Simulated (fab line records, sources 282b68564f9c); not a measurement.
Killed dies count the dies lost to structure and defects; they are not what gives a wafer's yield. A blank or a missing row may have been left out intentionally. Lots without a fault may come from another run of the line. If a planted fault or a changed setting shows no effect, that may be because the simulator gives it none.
fab line records	flow rit-cmos
record: lots: 6	wafers: 18	last-day: 7
route steps=202 shown NLDD@110 PLDD@114 SPACER@125 NSD@131 PSD@142 M1@202
lots that met no fault: taken from a fault-free run of the same line
start-h: hours from the record's first day to the start of the lot's first wafer shown	wait-h: hours since the lot's step before	" same as the row above	L1.1+2: several wafers, shown together as one row	- either no value or no given start	* or withheld: withheld	< > ~ a bound
route shown NAME@n: names a module that has steps shown in the file, with the first one's number in the route	usual: mean and standard deviation over wafers with no fault	same: alike in all rows	chamber/n: place in a boat	sites: each site's reading	_std_site: standard deviation across them	_edge_site: mean of outer sites minus mean of inner sites	radius-mm: how far each site lies from the wafer's centre	mask NAME#n: copy n	behind: the tool/chamber that last shaped the wafer	hold: why the lot was held/for how many hours/how that ended	device: which transistor (n, p or np) failed to switch	end of line: at the end of the route, the tests of the same wafers	a step with no rows: only its recipe	killed: dies that structure and defects cost at the first sort, which is not the same as the wafer's yield	map: the dies of a wafer, with x for killed, . for not killed, _ for no die there
set.NAME: setting as actually run; set.NAME@STEP: the setting as run at that earlier step	model.NAME: the simulator's own value behind a step, which no gauge read
certain route steps with their lots: each step a table, each wafer a row
services: a tool's chamber out of use, with start hour (start-h, from the record's first day; less than 0 if before it), hours out, and reason
== steps ==
step: RIT_NLDD_HARDBAKE_07
recipe: resist: NOVOLAK	temp-c: 140	time-s: 60
step: RIT_NLDD_IMPLANT_08
recipe: species: P	energy-kev: 20.13	dose-cm2: 5e+14	tilt-deg: 7
step: RIT_NLDD_STRIP_09
recipe: chemistry: O2	time-s: 180	resist: NOVOLAK	platen-temp-c: withheld	power-w: 500	pressure-mtorr: 4000	o2-flow-sccm: 4000
usual: drypump-motor-current-A: 5.5/0.37
lot.wafer	tool	chamber	start-h	wait-h	drypump-motor-current-A	rf-hours-counter-h
L372.1	plasma-asher-03	1	56.67	0.1	5.8	42
L372.4	"	1	"	"	5.8	-
L372.6	"	1	"	"	5.7	-
L373.2	plasma-asher-04	1	58.57	0.1	5.6	42
L373.3	"	1	"	"	5.5	-
L373.5	"	0	"	"	5.8	-
L380.1	plasma-asher-02	1	91.23	0.1	5.7	46
L380.3	"	1	"	"	5.7	-
L380.5	"	0	"	"	5.3	-
L383.3	plasma-asher-04	1	108.16	0.1	5.5	-
L383.4	"	0	"	"	5.8	-
L383.5	"	1	"	"	5.5	-
L384.1	plasma-asher-03	0	113.64	0.1	4.8	48
L384.2	"	1	"	"	5.7	48
L384.5	"	1	"	"	5.7	-
L393.1	plasma-asher-02	0	157.25	0.1	5.3	53
L393.3	"	1	"	"	5.7	-
L393.5	"	1	"	"	5.7	-
step: RIT_NLDD_TW_MEAS_10
usual: NLDD_TW: 2477/23
lot.wafer	tool	chamber	start-h	wait-h	NLDD_TW
L372.1	film-metro-03	-	56.85	0.1	2454
L372.4	"	-	"	"	2449
L372.6	"	-	"	"	2456
L373.2	film-metro-01	-	58.76	0.1	2499
L373.3	"	-	"	"	2494
L373.5	"	-	"	"	2498
L380.1	film-metro-01	-	91.40	0.1	2518
L380.3	"	-	"	"	2527
L380.5	"	-	"	"	2514
L383.3	film-metro-03	-	108.29	0.1	2461
L383.4	"	-	"	"	2454
L383.5	"	-	"	"	2468
L384.1	film-metro-01	-	113.81	0.1	2519
L384.2	"	-	"	"	2523
L384.5	"	-	"	"	2516
L393.1	film-metro-02	-	157.42	0.1	2474
L393.3	"	-	"	"	2447
L393.5	"	-	"	"	2473
step: RIT_PLDD_HMDS_00
recipe: prime-time-s: 60	prime-temp-c: 140
step: RIT_PLDD_COAT_01
recipe: resist: NOVOLAK	spin-rpm: 3250	resist-thk-nm: 1000
step: RIT_PLDD_SOFTBAKE_02
recipe: resist: NOVOLAK	temp-c: 90	time-s: 60
step: RIT_PLDD_EXPOSE_03
recipe: mask-id: M8	na: 0.57	target-cd-nm: 40900	dose-mj: 250
step: RIT_PLDD_PEB_04
recipe: resist: NOVOLAK	temp-c: withheld	time-s: withheld
step: RIT_PLDD_DEVELOP_05
recipe: resist: NOVOLAK	develop-time-s: 50	dev-temp-c: 23
step: RIT_PLDD_OVL_MEAS_06
usual: PLDD_OVL: -0.4/1.4
lot.wafer	tool	chamber	start-h	wait-h	PLDD_OVL[nm]
L372.1	overlay-02	-	57.95	-	-2.0
L372.4	"	-	"	"	0.0
L372.6	"	-	"	"	0.4
L373.2	overlay-02	-	59.69	-	-1.5
L373.3	"	-	"	"	-2.7
L373.5	"	-	"	"	-3.1
L380.1	overlay-02	-	92.44	-	0.0
L380.3	"	-	"	"	2.2
L380.5	"	-	"	"	0.8
L383.3	overlay-02	-	109.32	-	-0.5
L383.4	"	-	"	"	0.9
L383.5	"	-	"	"	0.5
L384.1	overlay-02	-	115.00	-	-0.5
L384.2	"	-	"	"	0.7
L384.5	"	-	"	"	0.6
L393.1	overlay-01	-	158.46	-	0.2
L393.3	"	-	"	"	-0.7
L393.5	"	-	"	"	-1.0
step: RIT_PLDD_HARDBAKE_07
recipe: resist: NOVOLAK	temp-c: 140	time-s: 60
step: RIT_PLDD_IMPLANT_08
recipe: species: BF2	energy-kev: 20	dose-cm2: 9e+14	tilt-deg: 7
usual: dose-ions-cm2: 9e+14/1e+12	faraday-current-uA: 2827/52
lot.wafer	tool	chamber	start-h	wait-h	dose-ions-cm2	faraday-current-uA
L372.1	implanter-01	0	58.25	0.1	8.996e+14	2972
L372.4	"	0	"	"	8.991e+14	2748
L372.6	"	0	"	"	9.004e+14	2841
L373.2	implanter-04	0	59.90	0.1	9.008e+14	2871
L373.3	"	0	"	"	9.008e+14	2850
L373.5	"	0	"	"	9.002e+14	2891
L380.1	implanter-01	0	92.62	0.1	9.991e+14	3104
L380.3	"	0	"	"	9.974e+14	3199
L380.5	"	0	"	"	9.981e+14	3100
L383.3	implanter-01	0	109.54	0.1	9.962e+14	3158
L383.4	"	0	"	"	9.959e+14	3176
L383.5	"	0	"	"	9.96e+14	3078
L384.1	implanter-04	0	115.19	0.1	9.012e+14	2788
L384.2	"	0	"	"	9.006e+14	2737
L384.5	"	0	"	"	9.019e+14	2912
L393.1	implanter-02	0	158.64	0.1	8.978e+14	2857
L393.3	"	0	"	"	9.006e+14	2834
L393.5	"	0	"	"	9e+14	2741
step: RIT_PLDD_STRIP_09
recipe: chemistry: O2	time-s: 180	resist: NOVOLAK	platen-temp-c: withheld	power-w: 500	pressure-mtorr: 4000	o2-flow-sccm: 4000
usual: drypump-motor-current-A: 5.4/0.46
lot.wafer	tool	chamber	start-h	wait-h	drypump-motor-current-A	rf-hours-counter-h
L372.1	plasma-asher-01	0	58.40	0.1	4.8	27
L372.4	"	0	"	"	4.8	-
L372.6	"	1	"	"	5.9	-
L373.2	plasma-asher-01	0	60.02	0.1	4.8	27
L373.3	"	1	"	"	5.9	-
L373.5	"	0	"	"	4.8	-
L380.1	plasma-asher-01	0	92.77	0.1	4.8	29
L380.3	"	1	"	"	5.9	-
L380.5	"	1	"	"	5.8	-
L383.3	plasma-asher-03	0	109.70	0.1	4.8	-
L383.4	"	1	"	"	5.7	-
L383.5	"	1	"	"	5.7	-
L384.1	plasma-asher-01	1	115.34	0.1	5.9	31
L384.2	"	0	"	"	4.8	31
L384.5	"	1	"	"	5.9	-
L393.1	plasma-asher-03	1	158.79	0.1	5.7	54
L393.3	"	1	"	"	5.7	-
L393.5	"	1	"	"	5.7	-
step: RIT_PLDD_TW_MEAS_10
usual: PLDD_TW: 2335/22
lot.wafer	tool	chamber	start-h	wait-h	PLDD_TW
L372.1	film-metro-02	-	58.58	0.1	2312
L372.4	"	-	"	"	2323
L372.6	"	-	"	"	2322
L373.2	film-metro-01	-	60.21	0.1	2358
L373.3	"	-	"	"	2346
L373.5	"	-	"	"	2346
L380.1	film-metro-03	-	92.95	0.1	2387
L380.3	"	-	"	"	2384
L380.5	"	-	"	"	2381
L383.3	film-metro-01	-	109.84	0.1	2427
L383.4	"	-	"	"	2420
L383.5	"	-	"	"	2430
L384.1	film-metro-01	-	115.51	0.1	2363
L384.2	"	-	"	"	2349
L384.5	"	-	"	"	2351
L393.1	film-metro-02	-	158.97	0.1	2308
L393.3	"	-	"	"	2314
L393.5	"	-	"	"	2320
step: RIT_SPACER_CLEAN_00
recipe: chemistry: SC1	mix: 3:3:50	time-s: 574.3	temp-c: 75
step: RIT_SPACER_CLEAN_01
recipe: chemistry: dHF	dilution: 50:1	time-s: 30
step: RIT_SPACER_CLEAN_02
recipe: chemistry: SC2	mix: 3:3:50	time-s: 600	temp-c: 75	dry: n2-spin
step: RIT_SPACER_CVD_03
recipe: material: Si3N4	target-thk-nm: 250	temp-c: 810	precursor: SiH2Cl2/NH3	time-s: 3300	pressure-mtorr: 300	sih2cl2-flow-sccm: 60	nh3-flow-sccm: 150
step: RIT_SPACER_THK_MEAS_04
recipe: reads: Si3N4_of_SPACER_CVD_03
usual: SPACER_NITRIDE_THK: 249.6/2.9
lot.wafer	tool	chamber	start-h	wait-h	SPACER_NITRIDE_THK[nm]
L372.1	film-metro-01	-	60.92	0.0	255.6
L372.4	"	-	"	"	252.7
L372.6	"	-	"	"	255.9
L373.2	film-metro-01	-	62.55	0.0	247.0
L373.3	"	-	"	"	249.1
L373.5	"	-	"	"	247.0
L380.1	film-metro-04	-	95.29	0.0	249.9
L380.3	"	-	"	"	250.3
L380.5	"	-	"	"	249.7
L383.3	film-metro-01	-	112.18	0.0	250.7
L383.4	"	-	"	"	249.9
L383.5	"	-	"	"	252.1
L384.1	film-metro-01	-	117.91	0.0	248.6
L384.2	"	-	"	"	248.8
L384.5	"	-	"	"	248.3
L393.1	film-metro-02	-	162.04	0.0	246.3
L393.3	"	-	"	"	247.3
L393.5	"	-	"	"	247.3
step: RIT_SPACER_ETCHBACK_05
recipe: target-depth-a: 2500	SF6_flow_sccm: 30	CHF3_flow_sccm: 30	target: Si3N4	chemistry: SF6/CHF3	pressure-mtorr: 40	rf-w: 242	time-s: 240	stop-on: SiO2
usual: SF6_flow_sccm: 30.00/0.092	drypump-motor-current-A: 5.8/0.4	oes-product-au: 0.842/0.015	rf-fwd-power-W: 241.4/0.78	throttle-valve-pct: 10.24/0.13
lot.wafer	tool	chamber	start-h	wait-h	SF6_flow_sccm	drypump-motor-current-A	oes-product-au	rf-fwd-power-W	rf-hours-counter-h	throttle-valve-pct
L372.1	rie-diel-01	3	60.98	0.1	30.10	5.7	0.869	241.0	13	10.11
L372.4	"	1	"	"	29.97	6.3	0.822	241.3	149	10.47
L372.6	"	3	"	"	30.16	5.7	0.861	240.5	-	10.08
L373.2	rie-diel-03	1	62.60	0.0	30.01	6.1	0.815	241.4	160	10.44
L373.3	"	0	"	"	29.89	6.2	0.860	241.8	22	10.28
L373.5	"	3	"	"	30.01	6.5	0.818	241.3	-	10.07
L380.1	rie-diel-01	1	95.35	0.1	29.97	6.3	0.814	242.0	150	10.46
L380.3	"	0	"	"	29.97	5.4	0.858	240.7	83	10.41
L380.5	"	0	"	"	30.05	5.4	0.855	242.1	-	10.43
L383.3	rie-diel-03	0	112.22	0.0	29.93	6.1	0.849	239.9	23	10.29
L383.4	"	0	"	"	29.91	6.2	0.849	240.6	-	10.29
L383.5	"	2	"	"	30.12	6.0	0.863	241.8	-	10.39
L384.1	rie-diel-04	0	117.97	0.1	30.07	6.1	0.840	242.4	157	10.14
L384.2	"	2	"	"	29.96	5.4	0.847	242.4	96	10.25
L384.5	"	2	"	"	29.87	5.4	0.848	242.3	-	10.24
L393.1	rie-diel-01	3	162.10	0.1	30.08	5.7	0.851	241.9	15	10.08
L393.3	"	0	"	"	29.95	5.4	0.854	241.9	85	10.40
L393.5	"	3	"	"	30.13	5.7	0.844	242.2	-	10.09
step: RIT_NSD_HMDS_00
recipe: prime-time-s: 60	prime-temp-c: 140
step: RIT_NSD_COAT_01
recipe: resist: NOVOLAK	spin-rpm: 3250	resist-thk-nm: 1000
step: RIT_NSD_SOFTBAKE_02
recipe: resist: NOVOLAK	temp-c: 90	time-s: 60
step: RIT_NSD_EXPOSE_03
recipe: mask-id: M9	na: 0.57	target-cd-nm: 40700	dose-mj: 250
step: RIT_NSD_PEB_04
recipe: resist: NOVOLAK	temp-c: withheld	time-s: withheld
step: RIT_NSD_DEVELOP_05
recipe: resist: NOVOLAK	develop-time-s: 50	dev-temp-c: 23
step: RIT_NSD_OVL_MEAS_06
usual: NSD_OVL: 0.1/1.3
lot.wafer	tool	chamber	start-h	wait-h	NSD_OVL[nm]
L372.1	overlay-02	-	62.10	-	-0.9
L372.4	"	-	"	"	1.0
L372.6	"	-	"	"	0.8
L373.2	overlay-02	-	63.77	-	0.0
L373.3	"	-	"	"	0.3
L373.5	"	-	"	"	1.6
L380.1	overlay-01	-	96.48	-	-0.5
L380.3	"	-	"	"	0.9
L380.5	"	-	"	"	-0.7
L383.3	overlay-01	-	113.23	-	-0.7
L383.4	"	-	"	"	0.0
L383.5	"	-	"	"	0.2
L384.1	overlay-01	-	119.17	-	1.8
L384.2	"	-	"	"	-0.9
L384.5	"	-	"	"	1.2
L393.1	overlay-01	-	163.10	-	1.5
L393.3	"	-	"	"	0.6
L393.5	"	-	"	"	1.2
step: RIT_NSD_HARDBAKE_07
recipe: resist: NOVOLAK	temp-c: 140	time-s: 60
step: RIT_NSD_IMPLANT_08
recipe: species: P	energy-kev: 25	dose-cm2: 1e+15	tilt-deg: 7
step: RIT_NSD_STRIP_09
recipe: chemistry: O2	time-s: 180	resist: NOVOLAK	platen-temp-c: withheld	power-w: 500	pressure-mtorr: 4000	o2-flow-sccm: 4000
usual: drypump-motor-current-A: 5.5/0.4
lot.wafer	tool	chamber	start-h	wait-h	drypump-motor-current-A	rf-hours-counter-h
L372.1	plasma-asher-01	0	62.44	0.1	4.8	27
L372.4	"	0	"	"	4.8	-
L372.6	"	1	"	"	5.9	-
L373.2	plasma-asher-01	1	64.10	0.1	5.9	27
L373.3	"	1	"	"	5.9	-
L373.5	"	1	"	"	5.9	-
L380.1	plasma-asher-02	0	96.82	0.1	5.3	47
L380.3	"	1	"	"	5.7	-
L380.5	"	0	"	"	5.3	-
L383.3	plasma-asher-02	1	113.62	0.1	5.7	-
L383.4	"	0	"	"	5.3	-
L383.5	"	1	"	"	5.7	-
L384.1	plasma-asher-02	0	119.51	0.1	5.3	49
L384.2	"	1	"	"	5.8	49
L384.5	"	1	"	"	5.7	-
L393.1	plasma-asher-01	0	163.43	0.1	4.8	36
L393.3	"	1	"	"	5.9	-
L393.5	"	0	"	"	4.8	-
step: RIT_NSD_TW_MEAS_10
usual: NSD_TW: 3102/30
lot.wafer	tool	chamber	start-h	wait-h	NSD_TW
L372.1	film-metro-02	-	62.62	0.1	3074
L372.4	"	-	"	"	3084
L372.6	"	-	"	"	3085
L373.2	film-metro-01	-	64.29	0.1	3117
L373.3	"	-	"	"	3117
L373.5	"	-	"	"	3133
L380.1	film-metro-03	-	96.99	0.1	3063
L380.3	"	-	"	"	3101
L380.5	"	-	"	"	3074
L383.3	film-metro-02	-	113.75	0.1	3079
L383.4	"	-	"	"	3071
L383.5	"	-	"	"	3074
L384.1	film-metro-01	-	119.68	0.1	3158
L384.2	"	-	"	"	3146
L384.5	"	-	"	"	3141
L393.1	film-metro-03	-	163.61	0.1	3059
L393.3	"	-	"	"	3052
L393.5	"	-	"	"	3045
step: RIT_PSD_HMDS_00
recipe: prime-time-s: 60	prime-temp-c: 140
step: RIT_PSD_COAT_01
recipe: resist: NOVOLAK	spin-rpm: 3250	resist-thk-nm: 1000
step: RIT_PSD_SOFTBAKE_02
recipe: resist: NOVOLAK	temp-c: 90	time-s: 60
step: RIT_PSD_EXPOSE_03
recipe: mask-id: M10	na: 0.57	target-cd-nm: 40900	dose-mj: 250
step: RIT_PSD_PEB_04
recipe: resist: NOVOLAK	temp-c: withheld	time-s: withheld
step: RIT_PSD_DEVELOP_05
recipe: resist: NOVOLAK	develop-time-s: 50	dev-temp-c: 23
step: RIT_PSD_OVL_MEAS_06
usual: PSD_OVL: -0.2/1.4
lot.wafer	tool	chamber	start-h	wait-h	PSD_OVL[nm]
L372.1	overlay-01	-	63.65	-	-0.8
L372.4	"	-	"	"	-0.8
L372.6	"	-	"	"	-0.7
L373.2	overlay-02	-	65.19	-	-0.8
L373.3	"	-	"	"	0.0
L373.5	"	-	"	"	-0.4
L380.1	overlay-01	-	97.95	-	0.2
L380.3	"	-	"	"	-0.4
L380.5	"	-	"	"	0.6
L383.3	overlay-02	-	114.72	-	-1.7
L383.4	"	-	"	"	-1.8
L383.5	"	-	"	"	-1.8
L384.1	overlay-01	-	120.79	-	-2.3
L384.2	"	-	"	"	-0.4
L384.5	"	-	"	"	-1.8
L393.1	overlay-02	-	164.71	-	-1.7
L393.3	"	-	"	"	-1.9
L393.5	"	-	"	"	-1.7
step: RIT_PSD_HARDBAKE_07
recipe: resist: NOVOLAK	temp-c: 140	time-s: 60
step: RIT_PSD_IMPLANT_08
recipe: species: BF2	energy-kev: 27	dose-cm2: 5e+15	tilt-deg: 7
step: RIT_PSD_STRIP_09
recipe: chemistry: O2	time-s: 180	resist: NOVOLAK	platen-temp-c: withheld	power-w: 500	pressure-mtorr: 4000	o2-flow-sccm: 4000
usual: drypump-motor-current-A: 5.4/0.44
lot.wafer	tool	chamber	start-h	wait-h	drypump-motor-current-A	rf-hours-counter-h
L372.1	plasma-asher-03	0	63.99	0.1	4.8	43
L372.4	"	1	"	"	5.8	-
L372.6	"	0	"	"	4.8	-
L373.2	plasma-asher-03	1	65.52	0.1	5.7	43
L373.3	"	1	"	"	5.7	-
L373.5	"	1	"	"	5.7	-
L380.1	plasma-asher-03	1	98.28	0.1	5.8	47
L380.3	"	0	"	"	4.8	-
L380.5	"	0	"	"	4.8	-
L383.3	plasma-asher-01	1	115.19	0.1	5.9	-
L383.4	"	0	"	"	4.8	-
L383.5	"	0	"	"	4.8	-
L384.1	plasma-asher-01	0	121.13	0.1	4.8	32
L384.2	"	1	"	"	5.9	32
L384.5	"	1	"	"	5.9	-
L393.1	plasma-asher-02	1	165.05	0.1	5.7	54
L393.3	"	1	"	"	5.7	-
L393.5	"	0	"	"	5.3	-
step: RIT_SDANNEAL_RS_MEAS_06
recipe: thk-meas-gauge: four-point-probe
usual: PLDD_RS: 178.8/0.45
lot.wafer	tool	chamber	start-h	wait-h	PLDD_RS[ohm/sq]
L372.1	film-metro-02	-	64.90	0.1	178.6
L372.4	"	-	"	"	178.7
L372.6	"	-	"	"	178.7
L373.2	film-metro-01	-	66.46	0.1	179.3
L373.3	"	-	"	"	179.1
L373.5	"	-	"	"	178.8
L380.1	film-metro-02	-	99.20	0.1	171.0
L380.3	"	-	"	"	170.5
L380.5	"	-	"	"	171.0
L383.3	film-metro-01	-	116.07	0.1	170.5
L383.4	"	-	"	"	170.7
L383.5	"	-	"	"	170.6
L384.1	film-metro-03	-	122.03	0.1	179.4
L384.2	"	-	"	"	179.5
L384.5	"	-	"	"	179.1
L393.1	film-metro-02	-	165.98	0.1	177.7
L393.3	"	-	"	"	178.7
L393.5	"	-	"	"	178.4
step: RIT_M1_PROBE_99
usual: killed_at_M0_to_M3: 0.0/0.12	killed-at-contacts: 0.1/0.31	killed-at-front-end: 7/3.2	killed-dies: 7/3.2	killed-open: 3.6/2.1	killed-short: 3.5/2.1
same: gross-dies: 264	killed_at_M4_up: 0	killed-at-back-side: 0	killed-at-other: 0
lot.wafer	tool	chamber	start-h	wait-h	killed_at_M0_to_M3	killed-at-contacts	killed-at-front-end	killed-dies	killed-open	killed-short
L372.1	prober-01	-	73.67	0.1	0	0	11	11	9	2
L372.4	prober-01	-	73.82	0.2	1	0	2	3	0	3
L372.6	prober-01	-	73.92	0.2	0	0	12	12	5	6
L373.2	prober-02	-	73.72	0.1	0	0	9	9	5	4
L373.3	prober-02	-	73.77	0.2	0	2	7	9	4	4
L373.5	prober-02	-	73.87	0.2	0	0	5	5	2	3
L380.1	prober-02	-	106.72	0.1	0	0	12	12	5	7
L380.3	prober-02	-	106.82	0.2	0	0	8	8	3	5
L380.5	prober-02	-	106.92	0.2	0	0	5	5	3	2
L383.3	prober-01	-	123.77	0.2	0	0	5	5	3	2
L383.4	prober-01	-	123.82	0.2	0	0	6	6	5	1
L383.5	prober-01	-	123.87	0.2	0	0	8	8	4	4
L384.1	prober-02	-	129.70	0.1	0	0	7	7	4	3
L384.2	prober-02	-	129.75	0.1	0	0	7	7	4	3
L384.5	prober-02	-	129.90	0.2	0	0	5	5	3	2
L393.1	prober-01	-	173.00	0.1	0	0	11	11	5	6
L393.3	prober-01	-	173.10	0.2	0	0	5	5	3	2
L393.5	prober-01	-	173.20	0.2	0	0	7	7	5	1
killed by level:class
L372.1 REOX:geometric-particle:open=3 FOX1:geometric-particle:open=2 GATE:geometric-particle:open=2 FOX2:geometric-particle:open=1 GATE:geometric-particle:short=1 SPACER:geometric-particle:short=1 SILICIDE:geometric-particle:open=1
L373.2 GATE:geometric-particle:open=3 FOX2:geometric-particle:short=2 FOX1:geometric-particle:open=1 GATE:geometric-particle:short=1 REOX:geometric-particle:open=1 REOX:geometric-particle:short=1
L373.3 GATE:geometric-particle:short=2 FOX2:geometric-particle:open=1 GATE:geometric-particle:open=1 SPACER:geometric-particle:short=1 SILICIDE:geometric-particle:open=1 CONTACT:geometric-particle:open=1 CONTACT:geometric-particle:short=1 PLDD:coat-microbubble-printed=1
L372.4 GATE:geometric-particle:short=1 SPACER:geometric-particle:short=1 M1:geometric-particle:short=1
L373.5 FOX2:geometric-particle:short=2 FOX1:geometric-particle:short=1 FOX1:geometric-particle:open=1 GATE:geometric-particle:open=1
L372.6 GATE:geometric-particle:short=3 GATE:geometric-particle:open=3 REOX:geometric-particle:open=2 SILICIDE:geometric-particle:short=2 FOX2:geometric-particle:short=1 PLDD:coat-microbubble-printed=1
L380.1 FOX1:geometric-particle:short=2 GATE:geometric-particle:open=2 REOX:geometric-particle:open=2 SILICIDE:geometric-particle:short=2 FOX2:geometric-particle:short=1 GATE:geometric-particle:short=1 SPACER:geometric-particle:short=1 SILICIDE:geometric-particle:open=1
L380.3 GATE:geometric-particle:short=2 FOX1:geometric-particle:open=1 FOX1:geometric-particle:short=1 GATE:geometric-particle:open=1 REOX:geometric-particle:open=1 REOX:geometric-particle:short=1 SPACER:geometric-particle:short=1
L380.5 FOX1:geometric-particle:short=2 FOX1:geometric-particle:open=1 REOX:geometric-particle:open=1 SILICIDE:geometric-particle:open=1
L383.3 GATE:geometric-particle:open=3 FOX1:geometric-particle:short=2
L383.4 FOX1:geometric-particle:open=2 GATE:geometric-particle:open=2 FOX2:geometric-particle:short=1 SPACER:geometric-particle:open=1
L383.5 GATE:geometric-particle:open=2 SPACER:geometric-particle:short=2 FOX2:geometric-particle:short=1 GATE:geometric-particle:short=1 REOX:geometric-particle:open=1 SPACER:geometric-particle:open=1
L384.1 REOX:geometric-particle:open=3 REOX:geometric-particle:short=2 GATE:geometric-particle:short=1 SILICIDE:geometric-particle:open=1
L384.2 GATE:geometric-particle:open=3 SILICIDE:geometric-particle:short=2 FOX2:geometric-particle:open=1 FOX2:geometric-particle:short=1
L384.5 GATE:geometric-particle:open=2 GATE:geometric-particle:short=1 REOX:geometric-particle:short=1 SILICIDE:geometric-particle:open=1
L393.1 GATE:geometric-particle:short=4 FOX1:geometric-particle:open=1 GATE:geometric-particle:open=1 REOX:geometric-particle:open=1 REOX:geometric-particle:short=1 SPACER:geometric-particle:open=1 SPACER:geometric-particle:short=1 SILICIDE:geometric-particle:open=1
L393.3 GATE:geometric-particle:open=2 REOX:geometric-particle:open=1 REOX:geometric-particle:short=1 SPACER:geometric-particle:short=1
L393.5 GATE:geometric-particle:open=3 FOX1:geometric-particle:open=1 REOX:geometric-particle:open=1 SILICIDE:geometric-particle:short=1 PSD:coat-microbubble-printed=1
== services ==
tool	chamber	start-h	hours	kind
implanter-04	-	37.59	0.6	repair
plasma-asher-04	-	54.47	2.2	repair
rie-diel-03	0	64.49	8.8	repair
plasma-asher-01	-	70.32	15.6	pm
rie-diel-03	1	70.39	5.8	repair
rie-diel-03	3	98.50	4.9	repair
rie-diel-03	1	103.35	-	clean
rie-diel-03	1	103.35	17.5	scheduled-down
rie-diel-03	1	103.35	17.5	vent-cycle
rie-diel-01	-	103.56	0.9	repair
rie-diel-04	1	105.26	-	clean
rie-diel-04	1	105.26	22.6	scheduled-down
plasma-asher-04	-	108.75	9.0	pm
plasma-asher-04	0	108.75	9.0	vent-cycle
plasma-asher-04	1	108.75	9.0	vent-cycle
rie-diel-04	3	112.37	7.4	repair
plasma-asher-04	0	117.75	-	clean
plasma-asher-04	1	117.75	-	clean
implanter-04	-	118.21	3.3	pm
plasma-asher-02	-	122.05	2.1	repair
implanter-04	-	123.72	1.7	repair
rie-diel-01	1	149.21	-	clean
rie-diel-04	-	159.14	2.8	pm
implanter-02	-	162.48	2.0	pm
== key ==
first-sign: step: RIT_PLDD_IMPLANT_08	reading: dose-ions-cm2	direction: up	sigmas: 93	usual: 9e+14	struck: 9.971e+14
effect: step: RIT_PLDD_IMPLANT_08	reading: faraday-current-uA	direction: up	sigmas: 6	usual: 2827	struck: 3136
effect: step: RIT_PLDD_TW_MEAS_10	reading: PLDD_TW	direction: up	sigmas: 3.2	usual: 2335	struck: 2405
effect: step: RIT_SDANNEAL_RS_MEAS_06	reading: PLDD_RS	direction: down	sigmas: 18	usual: 178.8	struck: 170.7
met-at RIT_PLDD_IMPLANT_08
struck-wafers L380.1,L380.3,L380.5,L383.3,L383.4,L383.5
tester-left-out L380,L383
onset-between 58.25 92.62
earlier-fault: kind: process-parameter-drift	tool: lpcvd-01	chamber: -	onset-h: 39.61	steps: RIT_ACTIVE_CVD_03	channel: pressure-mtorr	offset: 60	shape: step	end-h: 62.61	acts-in: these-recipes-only	stated: 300
fault: kind: process-parameter-drift	tool: implanter-01	chamber: -	onset-h: 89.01	steps: RIT_PLDD_IMPLANT_08	channel: dose-cm2	offset: 9.7154e+13	shape: step	end-h: 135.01	acts-in: these-recipes-only	stated: 9e+14
tester-left-out: of these lots the tester's yield and bins aren't shown, on N5 and GAA mostly nor the transistor test; their killed dies are dies lost to structure and defects alone, not to doping, threshold or leakage, so they don't give the yield
